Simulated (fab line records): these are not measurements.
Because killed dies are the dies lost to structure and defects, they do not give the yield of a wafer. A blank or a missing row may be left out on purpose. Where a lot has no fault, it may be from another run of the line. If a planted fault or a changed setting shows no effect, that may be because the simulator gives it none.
A lot that was struck, set against a sound lot | flow rit cmos | 43 steps out of a route of 202
Sound: the wafers L629.1, L629.3, L629.4. Struck: wafers L641.2, L641.4 (left out: L641.1, a lot-mate that was not struck); the cause follows at the end.
Each step with rows lists, per side, the tool, then ch with its chambers, then its first start. Under that, the readings that differ: sound wafers | struck wafers | difference of the means | sigmas: that difference in standard deviations of wafers without a fault.
alike: same words and numbers on both sides, and readings whose means sit less than 2 such deviations apart. not compared: any withheld reading, any reading some wafer has no value for, any bound like >300 that may hide the same value, and any number with overlapping values for which the record gives no deviation.
Wherever a step has rows on one side only, a row that says differs or no value, or a row with sigmas, the two part there. Numbers that have no deviation but don't overlap get no sigmas and don't part them. Lack of a reading on every wafer of one side parts them only where that side has two or more wafers.

first, 2 steps without rows for these wafers: RIT_REOX_CLEAN_02 (cleans in SC2, time 600 s); RIT_REOX_OXIDATION_03 (target thk 25.2 nm, ox time 5580 s).
RIT_REOX_THK_MEAS_04:
  sound: film metro-02 at day 3 18:00; struck: film metro-02 at day 6 06:12
  alike: REOX_OXIDE_THK
then, 6 steps without rows for these wafers: RIT_NLDD_HMDS_00 (prime time 60 s); RIT_NLDD_COAT_01 (resist thk 1000 nm); RIT_NLDD_SOFTBAKE_02 (time 60 s); RIT_NLDD_EXPOSE_03 (exposes mask M7, target cd 40700 nm); RIT_NLDD_PEB_04; RIT_NLDD_DEVELOP_05 (develop time 50 s).
RIT_NLDD_OVL_MEAS_06:
  sound: overlay-01 at day 3 18:55; struck: overlay-01 at day 6 07:14
  alike: NLDD_OVL
then, 2 steps without rows for these wafers: RIT_NLDD_HARDBAKE_07 (time 60 s); RIT_NLDD_IMPLANT_08.
RIT_NLDD_STRIP_09: strips in O2, time 180 s.
  sound on plasma asher-04 ch 0,1, day 3 19:15; struck on plasma asher-04 ch 1, day 6 07:34
  alike: drypump motor current A
  not compared: rf hours counter h
RIT_NLDD_TW_MEAS_10:
  sound: film metro-03 at day 3 19:26; struck: film metro-02 at day 6 07:45
  alike: NLDD_TW
then, 6 steps without rows for these wafers: RIT_PLDD_HMDS_00 (prime time 60 s); RIT_PLDD_COAT_01 (resist thk 1000 nm); RIT_PLDD_SOFTBAKE_02 (time 60 s); RIT_PLDD_EXPOSE_03 (exposes mask M8, target cd 40900 nm); RIT_PLDD_PEB_04; RIT_PLDD_DEVELOP_05 (develop time 50 s).
RIT_PLDD_OVL_MEAS_06:
  sound: overlay-01 at day 3 20:28; struck: overlay-01 at day 6 08:40
  alike: PLDD_OVL
then, 2 steps without rows for these wafers: RIT_PLDD_HARDBAKE_07 (time 60 s); RIT_PLDD_IMPLANT_08.
RIT_PLDD_STRIP_09: strips in O2, time 180 s.
  sound on plasma asher-01 ch 0,1, day 3 20:53; struck on plasma asher-02 ch 0,1, day 6 08:59
  alike: drypump motor current A
  not compared: rf hours counter h
RIT_PLDD_TW_MEAS_10:
  sound: film metro-03 at day 3 21:04; struck: film metro-02 at day 6 09:10
  alike: PLDD_TW
then, 4 steps without rows for these wafers: RIT_SPACER_CLEAN_00 (cleans in SC1, time 600 s); RIT_SPACER_CLEAN_01 (cleans in dHF, time 30 s); RIT_SPACER_CLEAN_02 (cleans in SC2, time 600 s); RIT_SPACER_CVD_03 (deposits Si3N4 from SiH2Cl2/NH3, target thk 250 nm, time 3386 s).
RIT_SPACER_THK_MEAS_04:
  sound: film metro-04 at day 3 23:25; struck: film metro-02 at day 6 11:31
  alike: SPACER_NITRIDE_THK
RIT_SPACER_ETCHBACK_05: etches Si3N4 in SF6/CHF3, stops on SiO2, target depth 250 nm, time 240 s.
  sound on rie diel-04 ch 0,2,3, day 3 23:29; struck on rie diel-03 ch 0,3, day 6 11:34
  reading                | sound      | struck | difference | sigmas
  rf hours counter h (h) | 89 106 102 | 49 3   | -73        |
  alike: SF6_flow_sccm, drypump motor current A, oes product au, throttle valve pct
then, 6 steps without rows for these wafers: RIT_NSD_HMDS_00 (prime time 60 s); RIT_NSD_COAT_01 (resist thk 1000 nm); RIT_NSD_SOFTBAKE_02 (time 60 s); RIT_NSD_EXPOSE_03 (exposes mask M9, target cd 40700 nm); RIT_NSD_PEB_04; RIT_NSD_DEVELOP_05 (develop time 50 s).
RIT_NSD_OVL_MEAS_06:
  sound: overlay-02 at day 4 00:29; struck: overlay-02 at day 6 12:34
  alike: NSD_OVL
then, 2 steps without rows for these wafers: RIT_NSD_HARDBAKE_07 (time 60 s); RIT_NSD_IMPLANT_08.
RIT_NSD_STRIP_09: strips in O2, time 180 s.
  sound on plasma asher-04 ch 0,1, day 4 00:49; struck on plasma asher-01 ch 0, day 6 12:55
  alike: drypump motor current A
  not compared: rf hours counter h
RIT_NSD_TW_MEAS_10:
  sound: film metro-02 at day 4 00:59; struck: film metro-03 at day 6 13:05
  alike: NSD_TW
RIT_M1_PROBE_99:
  sound: prober-02 at day 4 11:40; struck: prober-02 at day 6 23:17
  reading             | sound | struck                                            | difference                   | sigmas
  hold                | - - - | await dispo/1.4h/release await dispo/1.4h/release | no value on the sound wafers |
  killed at front end | 7 8 7 | 42 42                                             | +35                          | +12
  killed dies         | 7 8 7 | 42 42                                             | +35                          | +12
  killed on rim       | 1 3 1 | 8 9                                               | +7                           | +5
  alike: killed at contacts, killed open, killed short

## WHERE THEY PART
Only at RIT_M1_PROBE_99, as far as this record shows.

WHY: what had been put in by the simulator
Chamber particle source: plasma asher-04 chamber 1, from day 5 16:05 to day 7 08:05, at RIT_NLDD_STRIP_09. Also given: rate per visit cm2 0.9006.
